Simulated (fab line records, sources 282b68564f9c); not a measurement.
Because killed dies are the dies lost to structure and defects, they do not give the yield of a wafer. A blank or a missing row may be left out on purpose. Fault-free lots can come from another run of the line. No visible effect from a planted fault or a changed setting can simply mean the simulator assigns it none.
fab line records || flow ritCmos
[record] {"lots": 6, "wafers": 18, "lastDay": 7}
route steps=202 shown NWELL@36 PWELL@39 M1@202
lots untouched by any fault: they come from a run of this same line in which no faults occurred
startH: start of the lot's first displayed wafer, in hours after the record's first day || waitH: time in hours since the lot's previous step || " identical to the entry in the row above || L1.1+2: several wafers, shown together as one row || - value missing, or start not given || * or withheld: withheld || < > ~ a bound
route shown NAME@n: names a module that has steps shown in the file, with the first one's number in the route || usual: mean and standard deviation over wafers with no fault || same: alike in all rows || chamber/n: place in a boat || sites: each site's reading || _std_site: standard deviation across them || _edge_site: inner sites' mean taken away from outer sites' mean || radiusMm: for every site, how far away it sits from the centre of the wafer || mask NAME#n: copy n || behind: the most recent tool/chamber to have shaped the wafer || hold: reason for holding the lot/hours on hold/outcome of the hold || device: the transistor (n, p or np) that didn't switch || end of line: the tests these same wafers got at the end of their route || step lacking rows: just its recipe || killed: at the first sort, the dies lost to defects and structure; wafer yield is something else || map: dies across one wafer; x = killed, . = not, _ = none there
set.NAME: the setting that was run; set.NAME@STEP: the one run at that earlier step || model.NAME: the simulator's own value behind a step, which no gauge read
lots at selected steps of the route; one table per step, one row per wafer
services: the hour from which a tool's chamber was out of use, counted from the record's first day as startH (under 0 if before that day), plus the number of hours and why
[[steps]]
[step RIT_NWELL_IMPLANT_08]
[recipe] {"species": "P", "energyKev": 170, "doseCm2": 5e+13, "tiltDeg": 7}
[step RIT_NWELL_STRIP_09]
[recipe] {"chemistry": "O2", "timeS": 180, "resist": "NOVOLAK", "platenTempC": "withheld", "powerW": 500, "pressureMtorr": 4000, "o2FlowSccm": 4000}
[usual] {"drypumpMotorCurrentA": "5.62/0.3", "o2FlowSccm": "3999/14"}
{"lot.wafer": "L539.2", "tool": "plasmaAsher-04", "chamber": 1, "startH": 26.95, "waitH": 0.1, "drypumpMotorCurrentA": 5.50, "o2FlowSccm": 4003, "rfHoursCounterH": 40}
{"lot.wafer": "L539.4", "tool": "plasmaAsher-04", "chamber": 0, "startH": 26.95, "waitH": 0.1, "drypumpMotorCurrentA": 5.89, "o2FlowSccm": 4000, "rfHoursCounterH": "-"}
{"lot.wafer": "L539.5", "tool": "plasmaAsher-04", "chamber": 1, "startH": 26.95, "waitH": 0.1, "drypumpMotorCurrentA": 5.53, "o2FlowSccm": 3990, "rfHoursCounterH": "-"}
{"lot.wafer": "L543.3", "tool": "plasmaAsher-01", "chamber": 0, "startH": 46.68, "waitH": 0.1, "drypumpMotorCurrentA": 5.37, "o2FlowSccm": 4012, "rfHoursCounterH": "-"}
{"lot.wafer": "L543.4", "tool": "plasmaAsher-01", "chamber": 1, "startH": 46.68, "waitH": 0.1, "drypumpMotorCurrentA": 6.04, "o2FlowSccm": 4005, "rfHoursCounterH": "-"}
{"lot.wafer": "L543.5", "tool": "plasmaAsher-01", "chamber": 0, "startH": 46.68, "waitH": 0.1, "drypumpMotorCurrentA": 5.35, "o2FlowSccm": 4003, "rfHoursCounterH": "-"}
{"lot.wafer": "L551.1", "tool": "plasmaAsher-01", "chamber": 1, "startH": 87.19, "waitH": 0.1, "drypumpMotorCurrentA": 6.03, "o2FlowSccm": 3995, "rfHoursCounterH": 44}
{"lot.wafer": "L551.3", "tool": "plasmaAsher-01", "chamber": 0, "startH": 87.19, "waitH": 0.1, "drypumpMotorCurrentA": 5.38, "o2FlowSccm": 4001, "rfHoursCounterH": "-"}
{"lot.wafer": "L551.4", "tool": "plasmaAsher-01", "chamber": 1, "startH": 87.19, "waitH": 0.1, "drypumpMotorCurrentA": 6.04, "o2FlowSccm": 3983, "rfHoursCounterH": "-"}
{"lot.wafer": "L552.1", "tool": "plasmaAsher-01", "chamber": 0, "startH": 90.88, "waitH": 0.1, "drypumpMotorCurrentA": 5.39, "o2FlowSccm": 3974, "rfHoursCounterH": 44}
{"lot.wafer": "L552.2", "tool": "plasmaAsher-01", "chamber": 1, "startH": 90.88, "waitH": 0.1, "drypumpMotorCurrentA": 6.04, "o2FlowSccm": 3999, "rfHoursCounterH": 44}
{"lot.wafer": "L552.6", "tool": "plasmaAsher-01", "chamber": 0, "startH": 90.88, "waitH": 0.1, "drypumpMotorCurrentA": 5.40, "o2FlowSccm": 3992, "rfHoursCounterH": "-"}
{"lot.wafer": "L557.1", "tool": "plasmaAsher-04", "chamber": 0, "startH": 115.64, "waitH": 0.1, "drypumpMotorCurrentA": 5.87, "o2FlowSccm": 3971, "rfHoursCounterH": 50}
{"lot.wafer": "L557.2", "tool": "plasmaAsher-04", "chamber": 1, "startH": 115.64, "waitH": 0.1, "drypumpMotorCurrentA": 5.52, "o2FlowSccm": 4023, "rfHoursCounterH": 50}
{"lot.wafer": "L557.6", "tool": "plasmaAsher-04", "chamber": 1, "startH": 115.64, "waitH": 0.1, "drypumpMotorCurrentA": 5.53, "o2FlowSccm": 3998, "rfHoursCounterH": "-"}
{"lot.wafer": "L559.1", "tool": "plasmaAsher-01", "chamber": 0, "startH": 125.94, "waitH": 0.1, "drypumpMotorCurrentA": 5.38, "o2FlowSccm": 4002, "rfHoursCounterH": 1}
{"lot.wafer": "L559.3", "tool": "plasmaAsher-01", "chamber": 1, "startH": 125.94, "waitH": 0.1, "drypumpMotorCurrentA": 6.04, "o2FlowSccm": 3989, "rfHoursCounterH": "-"}
{"lot.wafer": "L559.5", "tool": "plasmaAsher-01", "chamber": 1, "startH": 125.94, "waitH": 0.1, "drypumpMotorCurrentA": 6.04, "o2FlowSccm": 4004, "rfHoursCounterH": "-"}
[step RIT_NWELL_TW_MEAS_10]
[usual] {"NWELL_TW": "2152/17"}
{"lot.wafer": "L539.2", "tool": "filmMetro-04", "chamber": "-", "startH": 27.13, "waitH": 0.1, "NWELL_TW": 2122}
{"lot.wafer": "L539.4", "tool": "filmMetro-04", "chamber": "-", "startH": 27.13, "waitH": 0.1, "NWELL_TW": 2130}
{"lot.wafer": "L539.5", "tool": "filmMetro-04", "chamber": "-", "startH": 27.13, "waitH": 0.1, "NWELL_TW": 2133}
{"lot.wafer": "L543.3", "tool": "filmMetro-02", "chamber": "-", "startH": 46.82, "waitH": 0.1, "NWELL_TW": 2162}
{"lot.wafer": "L543.4", "tool": "filmMetro-02", "chamber": "-", "startH": 46.82, "waitH": 0.1, "NWELL_TW": 2175}
{"lot.wafer": "L543.5", "tool": "filmMetro-02", "chamber": "-", "startH": 46.82, "waitH": 0.1, "NWELL_TW": 2173}
{"lot.wafer": "L551.1", "tool": "filmMetro-02", "chamber": "-", "startH": 87.36, "waitH": 0.1, "NWELL_TW": 2175}
{"lot.wafer": "L551.3", "tool": "filmMetro-02", "chamber": "-", "startH": 87.36, "waitH": 0.1, "NWELL_TW": 2176}
{"lot.wafer": "L551.4", "tool": "filmMetro-02", "chamber": "-", "startH": 87.36, "waitH": 0.1, "NWELL_TW": 2181}
{"lot.wafer": "L552.1", "tool": "filmMetro-01", "chamber": "-", "startH": 91.06, "waitH": 0.1, "NWELL_TW": 2164}
{"lot.wafer": "L552.2", "tool": "filmMetro-01", "chamber": "-", "startH": 91.06, "waitH": 0.1, "NWELL_TW": 2162}
{"lot.wafer": "L552.6", "tool": "filmMetro-01", "chamber": "-", "startH": 91.06, "waitH": 0.1, "NWELL_TW": 2172}
{"lot.wafer": "L557.1", "tool": "filmMetro-04", "chamber": "-", "startH": 115.81, "waitH": 0.1, "NWELL_TW": 2150}
{"lot.wafer": "L557.2", "tool": "filmMetro-04", "chamber": "-", "startH": 115.81, "waitH": 0.1, "NWELL_TW": 2141}
{"lot.wafer": "L557.6", "tool": "filmMetro-04", "chamber": "-", "startH": 115.81, "waitH": 0.1, "NWELL_TW": 2138}
{"lot.wafer": "L559.1", "tool": "filmMetro-04", "chamber": "-", "startH": 126.11, "waitH": 0.1, "NWELL_TW": 2145}
{"lot.wafer": "L559.3", "tool": "filmMetro-04", "chamber": "-", "startH": 126.11, "waitH": 0.1, "NWELL_TW": 2129}
{"lot.wafer": "L559.5", "tool": "filmMetro-04", "chamber": "-", "startH": 126.11, "waitH": 0.1, "NWELL_TW": 2133}
[step RIT_PWELL_HMDS_00]
[recipe] {"primeTimeS": 60, "primeTempC": 140}
[step RIT_PWELL_COAT_01]
[recipe] {"resist": "NOVOLAK", "spinRpm": 2000, "resistThkNm": 1300}
[step RIT_PWELL_SOFTBAKE_02]
[recipe] {"resist": "NOVOLAK", "tempC": 90, "timeS": 60}
[step RIT_PWELL_EXPOSE_03]
[recipe] {"maskId": "M3", "na": 0.57, "targetCdNm": 43700, "doseMj": 250}
[step RIT_PWELL_PEB_04]
[recipe] {"resist": "NOVOLAK", "tempC": "withheld", "timeS": "withheld"}
[step RIT_PWELL_DEVELOP_05]
[recipe] {"resist": "NOVOLAK", "developTimeS": 68, "devTempC": 23}
[step RIT_PWELL_OVL_MEAS_06]
[usual] {"PWELL_OVL": "1.2/1.7"}
{"lot.wafer": "L539.2", "tool": "overlay-02", "chamber": "-", "startH": 28.07, "waitH": "-", "PWELL_OVL[nm]": 0.8}
{"lot.wafer": "L539.4", "tool": "overlay-02", "chamber": "-", "startH": 28.07, "waitH": "-", "PWELL_OVL[nm]": 3.8}
{"lot.wafer": "L539.5", "tool": "overlay-02", "chamber": "-", "startH": 28.07, "waitH": "-", "PWELL_OVL[nm]": 2.4}
{"lot.wafer": "L543.3", "tool": "overlay-01", "chamber": "-", "startH": 47.88, "waitH": "-", "PWELL_OVL[nm]": 2.0}
{"lot.wafer": "L543.4", "tool": "overlay-01", "chamber": "-", "startH": 47.88, "waitH": "-", "PWELL_OVL[nm]": 2.0}
{"lot.wafer": "L543.5", "tool": "overlay-01", "chamber": "-", "startH": 47.88, "waitH": "-", "PWELL_OVL[nm]": 2.3}
{"lot.wafer": "L551.1", "tool": "overlay-02", "chamber": "-", "startH": 88.30, "waitH": "-", "PWELL_OVL[nm]": 1.0}
{"lot.wafer": "L551.3", "tool": "overlay-02", "chamber": "-", "startH": 88.30, "waitH": "-", "PWELL_OVL[nm]": 2.7}
{"lot.wafer": "L551.4", "tool": "overlay-02", "chamber": "-", "startH": 88.30, "waitH": "-", "PWELL_OVL[nm]": 2.6}
{"lot.wafer": "L552.1", "tool": "overlay-01", "chamber": "-", "startH": 92.00, "waitH": "-", "PWELL_OVL[nm]": 5.8}
{"lot.wafer": "L552.2", "tool": "overlay-01", "chamber": "-", "startH": 92.00, "waitH": "-", "PWELL_OVL[nm]": 2.3}
{"lot.wafer": "L552.6", "tool": "overlay-01", "chamber": "-", "startH": 92.00, "waitH": "-", "PWELL_OVL[nm]": 3.3}
{"lot.wafer": "L557.1", "tool": "overlay-01", "chamber": "-", "startH": 116.75, "waitH": "-", "PWELL_OVL[nm]": 0.5}
{"lot.wafer": "L557.2", "tool": "overlay-01", "chamber": "-", "startH": 116.75, "waitH": "-", "PWELL_OVL[nm]": 0.3}
{"lot.wafer": "L557.6", "tool": "overlay-01", "chamber": "-", "startH": 116.75, "waitH": "-", "PWELL_OVL[nm]": 1.6}
{"lot.wafer": "L559.1", "tool": "overlay-02", "chamber": "-", "startH": 127.05, "waitH": "-", "PWELL_OVL[nm]": -0.1}
{"lot.wafer": "L559.3", "tool": "overlay-02", "chamber": "-", "startH": 127.05, "waitH": "-", "PWELL_OVL[nm]": 2.9}
{"lot.wafer": "L559.5", "tool": "overlay-02", "chamber": "-", "startH": 127.05, "waitH": "-", "PWELL_OVL[nm]": 0.0}
[step RIT_PWELL_HARDBAKE_07]
[recipe] {"resist": "NOVOLAK", "tempC": 140, "timeS": 120}
[step RIT_PWELL_IMPLANT_08]
[recipe] {"species": "B", "energyKev": 170, "doseCm2": 7e+13, "tiltDeg": 7}
[step RIT_PWELL_STRIP_09]
[recipe] {"chemistry": "O2", "timeS": 180, "resist": "NOVOLAK", "platenTempC": "withheld", "powerW": 500, "pressureMtorr": 4000, "o2FlowSccm": 4000}
[usual] {"drypumpMotorCurrentA": "5.7/0.35", "o2FlowSccm": "4000/12"}
{"lot.wafer": "L539.2", "tool": "plasmaAsher-02", "chamber": 1, "startH": 28.50, "waitH": 0.1, "drypumpMotorCurrentA": 6.0, "o2FlowSccm": 4001, "rfHoursCounterH": 22}
{"lot.wafer": "L539.4", "tool": "plasmaAsher-02", "chamber": 1, "startH": 28.50, "waitH": 0.1, "drypumpMotorCurrentA": 6.0, "o2FlowSccm": 3987, "rfHoursCounterH": "-"}
{"lot.wafer": "L539.5", "tool": "plasmaAsher-02", "chamber": 0, "startH": 28.50, "waitH": 0.1, "drypumpMotorCurrentA": 6.3, "o2FlowSccm": 4009, "rfHoursCounterH": "-"}
{"lot.wafer": "L543.3", "tool": "plasmaAsher-02", "chamber": 0, "startH": 48.36, "waitH": 0.1, "drypumpMotorCurrentA": 6.3, "o2FlowSccm": 4019, "rfHoursCounterH": "-"}
{"lot.wafer": "L543.4", "tool": "plasmaAsher-02", "chamber": 1, "startH": 48.36, "waitH": 0.1, "drypumpMotorCurrentA": 6.0, "o2FlowSccm": 3998, "rfHoursCounterH": "-"}
{"lot.wafer": "L543.5", "tool": "plasmaAsher-02", "chamber": 1, "startH": 48.36, "waitH": 0.1, "drypumpMotorCurrentA": 6.0, "o2FlowSccm": 3998, "rfHoursCounterH": "-"}
{"lot.wafer": "L551.1", "tool": "plasmaAsher-02", "chamber": 1, "startH": 88.74, "waitH": 0.1, "drypumpMotorCurrentA": 6.0, "o2FlowSccm": 3971, "rfHoursCounterH": 28}
{"lot.wafer": "L551.3", "tool": "plasmaAsher-02", "chamber": 1, "startH": 88.74, "waitH": 0.1, "drypumpMotorCurrentA": 6.0, "o2FlowSccm": 3982, "rfHoursCounterH": "-"}
{"lot.wafer": "L551.4", "tool": "plasmaAsher-02", "chamber": 0, "startH": 88.74, "waitH": 0.1, "drypumpMotorCurrentA": 6.2, "o2FlowSccm": 4814, "rfHoursCounterH": "-"}
{"lot.wafer": "L552.1", "tool": "plasmaAsher-02", "chamber": 1, "startH": 92.43, "waitH": 0.1, "drypumpMotorCurrentA": 6.0, "o2FlowSccm": 4002, "rfHoursCounterH": 29}
{"lot.wafer": "L552.2", "tool": "plasmaAsher-02", "chamber": 0, "startH": 92.43, "waitH": 0.1, "drypumpMotorCurrentA": 6.2, "o2FlowSccm": 4794, "rfHoursCounterH": 29}
{"lot.wafer": "L552.6", "tool": "plasmaAsher-02", "chamber": 1, "startH": 92.43, "waitH": 0.1, "drypumpMotorCurrentA": 5.9, "o2FlowSccm": 4026, "rfHoursCounterH": "-"}
{"lot.wafer": "L557.1", "tool": "plasmaAsher-03", "chamber": 1, "startH": 117.19, "waitH": 0.1, "drypumpMotorCurrentA": 5.5, "o2FlowSccm": 4002, "rfHoursCounterH": 49}
{"lot.wafer": "L557.2", "tool": "plasmaAsher-03", "chamber": 0, "startH": 117.19, "waitH": 0.1, "drypumpMotorCurrentA": 5.2, "o2FlowSccm": 4009, "rfHoursCounterH": 49}
{"lot.wafer": "L557.6", "tool": "plasmaAsher-03", "chamber": 0, "startH": 117.19, "waitH": 0.1, "drypumpMotorCurrentA": 5.2, "o2FlowSccm": 4006, "rfHoursCounterH": "-"}
{"lot.wafer": "L559.1", "tool": "plasmaAsher-03", "chamber": 1, "startH": 127.49, "waitH": 0.1, "drypumpMotorCurrentA": 5.5, "o2FlowSccm": 4005, "rfHoursCounterH": 50}
{"lot.wafer": "L559.3", "tool": "plasmaAsher-03", "chamber": 1, "startH": 127.49, "waitH": 0.1, "drypumpMotorCurrentA": 5.5, "o2FlowSccm": 4011, "rfHoursCounterH": "-"}
{"lot.wafer": "L559.5", "tool": "plasmaAsher-03", "chamber": 0, "startH": 127.49, "waitH": 0.1, "drypumpMotorCurrentA": 5.2, "o2FlowSccm": 3977, "rfHoursCounterH": "-"}
[step RIT_PWELL_TW_MEAS_10]
[usual] {"PWELL_TW": "956/6.9"}
{"lot.wafer": "L539.2", "tool": "filmMetro-04", "chamber": "-", "startH": 28.69, "waitH": 0.1, "PWELL_TW": 946}
{"lot.wafer": "L539.4", "tool": "filmMetro-04", "chamber": "-", "startH": 28.69, "waitH": 0.1, "PWELL_TW": 942}
{"lot.wafer": "L539.5", "tool": "filmMetro-04", "chamber": "-", "startH": 28.69, "waitH": 0.1, "PWELL_TW": 942}
{"lot.wafer": "L543.3", "tool": "filmMetro-04", "chamber": "-", "startH": 48.50, "waitH": 0.1, "PWELL_TW": 951}
{"lot.wafer": "L543.4", "tool": "filmMetro-04", "chamber": "-", "startH": 48.50, "waitH": 0.1, "PWELL_TW": 949}
{"lot.wafer": "L543.5", "tool": "filmMetro-04", "chamber": "-", "startH": 48.50, "waitH": 0.1, "PWELL_TW": 951}
{"lot.wafer": "L551.1", "tool": "filmMetro-02", "chamber": "-", "startH": 88.91, "waitH": 0.1, "PWELL_TW": 960}
{"lot.wafer": "L551.3", "tool": "filmMetro-02", "chamber": "-", "startH": 88.91, "waitH": 0.1, "PWELL_TW": 959}
{"lot.wafer": "L551.4", "tool": "filmMetro-02", "chamber": "-", "startH": 88.91, "waitH": 0.1, "PWELL_TW": 960}
{"lot.wafer": "L552.1", "tool": "filmMetro-04", "chamber": "-", "startH": 92.61, "waitH": 0.1, "PWELL_TW": 953}
{"lot.wafer": "L552.2", "tool": "filmMetro-04", "chamber": "-", "startH": 92.61, "waitH": 0.1, "PWELL_TW": 949}
{"lot.wafer": "L552.6", "tool": "filmMetro-04", "chamber": "-", "startH": 92.61, "waitH": 0.1, "PWELL_TW": 950}
{"lot.wafer": "L557.1", "tool": "filmMetro-01", "chamber": "-", "startH": 117.36, "waitH": 0.1, "PWELL_TW": 955}
{"lot.wafer": "L557.2", "tool": "filmMetro-01", "chamber": "-", "startH": 117.36, "waitH": 0.1, "PWELL_TW": 957}
{"lot.wafer": "L557.6", "tool": "filmMetro-01", "chamber": "-", "startH": 117.36, "waitH": 0.1, "PWELL_TW": 951}
{"lot.wafer": "L559.1", "tool": "filmMetro-02", "chamber": "-", "startH": 127.66, "waitH": 0.1, "PWELL_TW": 957}
{"lot.wafer": "L559.3", "tool": "filmMetro-02", "chamber": "-", "startH": 127.66, "waitH": 0.1, "PWELL_TW": 961}
{"lot.wafer": "L559.5", "tool": "filmMetro-02", "chamber": "-", "startH": 127.66, "waitH": 0.1, "PWELL_TW": 949}
[step RIT_M1_PROBE_99]
[usual] {"killedAtContacts": "0.0/0.22", "killedAtFrontEnd": "7/3", "killedDies": "7/3.1", "killedOpen": "3.4/2.1", "killedShort": "3.2/1.9"}
[same] {"grossDies": 264, "killed_at_M0_to_M3": 0, "killed_at_M4_up": 0, "killedAtBackSide": 0, "killedAtOther": 0}
{"lot.wafer": "L539.2", "tool": "prober-02", "chamber": "-", "startH": 62.85, "waitH": 0.1, "killedAtContacts": 1, "killedAtFrontEnd": 8, "killedDies": 9, "killedOpen": 4, "killedShort": 5}
{"lot.wafer": "L539.4", "tool": "prober-02", "chamber": "-", "startH": 62.95, "waitH": 0.2, "killedAtContacts": 0, "killedAtFrontEnd": 10, "killedDies": 10, "killedOpen": 6, "killedShort": 4}
{"lot.wafer": "L539.5", "tool": "prober-02", "chamber": "-", "startH": 63.00, "waitH": 0.2, "killedAtContacts": 0, "killedAtFrontEnd": 7, "killedDies": 7, "killedOpen": 6, "killedShort": 1}
{"lot.wafer": "L543.3", "tool": "prober-01", "chamber": "-", "startH": 82.22, "waitH": 0.2, "killedAtContacts": 0, "killedAtFrontEnd": 6, "killedDies": 6, "killedOpen": 3, "killedShort": 3}
{"lot.wafer": "L543.4", "tool": "prober-01", "chamber": "-", "startH": 82.27, "waitH": 0.2, "killedAtContacts": 0, "killedAtFrontEnd": 4, "killedDies": 4, "killedOpen": 3, "killedShort": 1}
{"lot.wafer": "L543.5", "tool": "prober-01", "chamber": "-", "startH": 82.32, "waitH": 0.2, "killedAtContacts": 0, "killedAtFrontEnd": 3, "killedDies": 3, "killedOpen": 1, "killedShort": 2}
{"lot.wafer": "L551.1", "tool": "prober-01", "chamber": "-", "startH": 123.58, "waitH": 0.1, "killedAtContacts": 0, "killedAtFrontEnd": 6, "killedDies": 6, "killedOpen": 4, "killedShort": 2}
{"lot.wafer": "L551.3", "tool": "prober-01", "chamber": "-", "startH": 123.68, "waitH": 0.2, "killedAtContacts": 0, "killedAtFrontEnd": 14, "killedDies": 14, "killedOpen": 10, "killedShort": 4}
{"lot.wafer": "L551.4", "tool": "prober-01", "chamber": "-", "startH": 123.73, "waitH": 0.2, "killedAtContacts": 0, "killedAtFrontEnd": 7, "killedDies": 7, "killedOpen": 3, "killedShort": 4}
{"lot.wafer": "L552.1", "tool": "prober-02", "chamber": "-", "startH": 127.24, "waitH": 0.1, "killedAtContacts": 0, "killedAtFrontEnd": 6, "killedDies": 6, "killedOpen": 4, "killedShort": 2}
{"lot.wafer": "L552.2", "tool": "prober-02", "chamber": "-", "startH": 127.29, "waitH": 0.1, "killedAtContacts": 0, "killedAtFrontEnd": 3, "killedDies": 3, "killedOpen": 1, "killedShort": 2}
{"lot.wafer": "L552.6", "tool": "prober-02", "chamber": "-", "startH": 127.49, "waitH": 0.2, "killedAtContacts": 0, "killedAtFrontEnd": 3, "killedDies": 3, "killedOpen": 1, "killedShort": 2}
{"lot.wafer": "L559.1", "tool": "prober-01", "chamber": "-", "startH": 161.92, "waitH": 0.1, "killedAtContacts": 0, "killedAtFrontEnd": 9, "killedDies": 9, "killedOpen": 6, "killedShort": 3}
{"lot.wafer": "L559.3", "tool": "prober-01", "chamber": "-", "startH": 162.02, "waitH": 0.2, "killedAtContacts": 0, "killedAtFrontEnd": 11, "killedDies": 11, "killedOpen": 4, "killedShort": 7}
{"lot.wafer": "L559.5", "tool": "prober-01", "chamber": "-", "startH": 162.12, "waitH": 0.2, "killedAtContacts": 0, "killedAtFrontEnd": 6, "killedDies": 6, "killedOpen": 2, "killedShort": 4}
// killed by level:class
L539.2 GATE:geometricParticle:short=3 GATE:geometricParticle:open=1 REOX:geometricParticle:short=1 REOX:geometricParticle:open=1 SPACER:geometricParticle:short=1 SILICIDE:geometricParticle:open=1 CONTACT:geometricParticle:open=1
L539.4 SPACER:geometricParticle:open=3 GATE:geometricParticle:open=2 GATE:geometricParticle:short=2 FOX2:geometricParticle:open=1 REOX:geometricParticle:short=1 SILICIDE:geometricParticle:short=1
L539.5 REOX:geometricParticle:open=3 SPACER:geometricParticle:open=2 GATE:geometricParticle:open=1 SPACER:geometricParticle:short=1
L543.3 GATE:geometricParticle:short=2 FOX1:geometricParticle:short=1 FOX1:geometricParticle:open=1 FOX2:geometricParticle:open=1 REOX:geometricParticle:open=1
L543.4 FOX1:geometricParticle:open=1 GATE:geometricParticle:open=1 GATE:geometricParticle:short=1 SILICIDE:geometricParticle:open=1
L543.5 GATE:geometricParticle:open=1 GATE:geometricParticle:short=1 REOX:geometricParticle:short=1
L551.1 GATE:geometricParticle:open=3 GATE:geometricParticle:short=1 REOX:geometricParticle:short=1 REOX:geometricParticle:open=1
L551.3 REOX:geometricParticle:open=5 GATE:geometricParticle:open=3 SILICIDE:geometricParticle:open=2 FOX1:geometricParticle:short=1 GATE:geometricParticle:short=1 REOX:geometricParticle:short=1 SILICIDE:geometricParticle:short=1
L551.4 FOX1:geometricParticle:short=2 GATE:geometricParticle:open=2 GATE:geometricParticle:short=1 REOX:geometricParticle:short=1 SILICIDE:geometricParticle:open=1
L552.1 SPACER:geometricParticle:open=2 SILICIDE:geometricParticle:open=2 GATE:geometricParticle:short=1 REOX:geometricParticle:short=1
L552.2 FOX2:geometricParticle:short=1 GATE:geometricParticle:open=1 REOX:geometricParticle:short=1
L552.6 GATE:geometricParticle:short=1 SPACER:geometricParticle:open=1 SILICIDE:geometricParticle:short=1
L559.1 FOX1:geometricParticle:open=3 FOX1:geometricParticle:short=1 GATE:geometricParticle:open=1 REOX:geometricParticle:open=1 REOX:geometricParticle:short=1 SILICIDE:geometricParticle:open=1 SILICIDE:geometricParticle:short=1
L559.3 FOX1:geometricParticle:open=2 GATE:geometricParticle:short=2 REOX:geometricParticle:short=2 SILICIDE:geometricParticle:short=2 FOX1:geometricParticle:short=1 GATE:geometricParticle:open=1 SILICIDE:geometricParticle:open=1
L559.5 GATE:geometricParticle:short=2 ACTIVE:geometricParticle:open=1 GATE:geometricParticle:open=1 REOX:geometricParticle:short=1 SILICIDE:geometricParticle:short=1
[[services]]
{"tool": "plasmaAsher-01", "chamber": "-", "startH": 17.66, "hours": 12.7, "kind": "repair"}
{"tool": "plasmaAsher-04", "chamber": "-", "startH": 71.49, "hours": 0.9, "kind": "repair"}
{"tool": "plasmaAsher-01", "chamber": "-", "startH": 108.75, "hours": 9.0, "kind": "pm"}
{"tool": "plasmaAsher-01", "chamber": 0, "startH": 108.75, "hours": 9.0, "kind": "ventCycle"}
{"tool": "plasmaAsher-01", "chamber": 1, "startH": 108.75, "hours": 9.0, "kind": "ventCycle"}
{"tool": "plasmaAsher-03", "chamber": "-", "startH": 114.87, "hours": 0.8, "kind": "repair"}
{"tool": "plasmaAsher-01", "chamber": 0, "startH": 117.75, "hours": "-", "kind": "clean"}
{"tool": "plasmaAsher-01", "chamber": 1, "startH": 117.75, "hours": "-", "kind": "clean"}
[[key]]
[firstSign] {"step": "RIT_PWELL_STRIP_09", "reading": "o2FlowSccm", "direction": "up", "sigmas": 69, "usual": 4000, "struck": 4804}
effect none on later readings
metAt RIT_PWELL_STRIP_09
struckWafers L551.4,L552.2
testerLeftOut L551,L552
onsetBetween 48.36 88.74
[fault] {"kind": "processParameterDrift", "tool": "plasmaAsher-02", "chamber": 0, "onsetH": 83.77, "steps": "RIT_PWELL_STRIP_09", "channel": "o2FlowSccm", "offset": 800, "shape": "step", "endH": 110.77, "actsIn": "theseRecipesOnly", "stated": 4000}
// testerLeftOut: of these lots the tester's yield and bins aren't shown, on N5 and GAA mostly nor the transistor test; their killed dies are dies lost to structure and defects alone, not to doping, threshold or leakage, so they don't give the yield
